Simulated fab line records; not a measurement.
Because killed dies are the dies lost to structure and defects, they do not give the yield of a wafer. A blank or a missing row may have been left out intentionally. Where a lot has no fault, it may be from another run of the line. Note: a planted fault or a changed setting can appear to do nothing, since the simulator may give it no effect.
A single fault, viewed from 2 desks ; flow rit_cmos ; every desk sees just its own numbers, and what lay behind them comes last

== AT THE TOOL OWNER'S DESK: pvd_sputter-02 ==
The tool's own readings at RIT_M1_SPUTTER_00 (material Al, target thk 400 nm, time 500 s): means of the sampled wafers that have a number, for each lot that ran on this tool. The brackets show how far a lot's mean lies from the usual mean; more than 4 standard deviations puts the lot out of limits, marked OUT.
Columns: A = throttle_valve_pct at RIT_M1_SPUTTER_00, usual 30.2 %
lot;first seen here;A
L762;day 3 17:17;29.2
L764;day 4 05:27;30.0
L766;day 4 08:48;30.0
L770;day 5 07:53;30.5
L772;day 5 14:43;30.6
L774;day 5 23:08;30.6
This desk's finding: nothing out of limits on any of the 6 lots.

== THE METROLOGY DESK ==
What the gauges read for every lot (on any tool): the sampled wafers with a number, averaged. The brackets show how far a lot's mean lies from the usual mean; more than 4 standard deviations puts the lot out of limits, marked OUT.
Columns: A = M1_AL_RS at RIT_M1_RS_MEAS_01, usual 0.0732 ohm/sq; B = M1_AL_THK at RIT_M1_THK_MEAS_02, usual 402 nm
lot;first seen here;A;B
L762;day 3 17:37;0.0740;399
L763;day 4 00:16;0.0735;400
L764;day 4 05:45;0.0736;400
L765;day 4 08:53;0.0739;398
L766;day 4 09:05;0.0733;400
L769;day 5 01:35;0.0724;407
L770;day 5 08:10;0.0733;402
L771;day 5 13:46;0.0726;406
L772;day 5 15:03;0.0736;401
L774;day 5 23:26;0.0748;393
L777;day 6 17:20;0.0728;405
L779;day 7 04:37;0.0747;394
L781;day 7 13:31;0.0738;399
L783;day 7 22:05;0.0730;405
L785;day 8 09:26;0.0735;400
This desk's finding: nothing out of limits on any of the 15 lots.

== TAKEN TOGETHER ==
Nothing out of limits was seen by the tool owner's desk.
From the metrology desk's view, nothing was out of limits.

== WHAT THE SIMULATOR HAD PUT IN ==
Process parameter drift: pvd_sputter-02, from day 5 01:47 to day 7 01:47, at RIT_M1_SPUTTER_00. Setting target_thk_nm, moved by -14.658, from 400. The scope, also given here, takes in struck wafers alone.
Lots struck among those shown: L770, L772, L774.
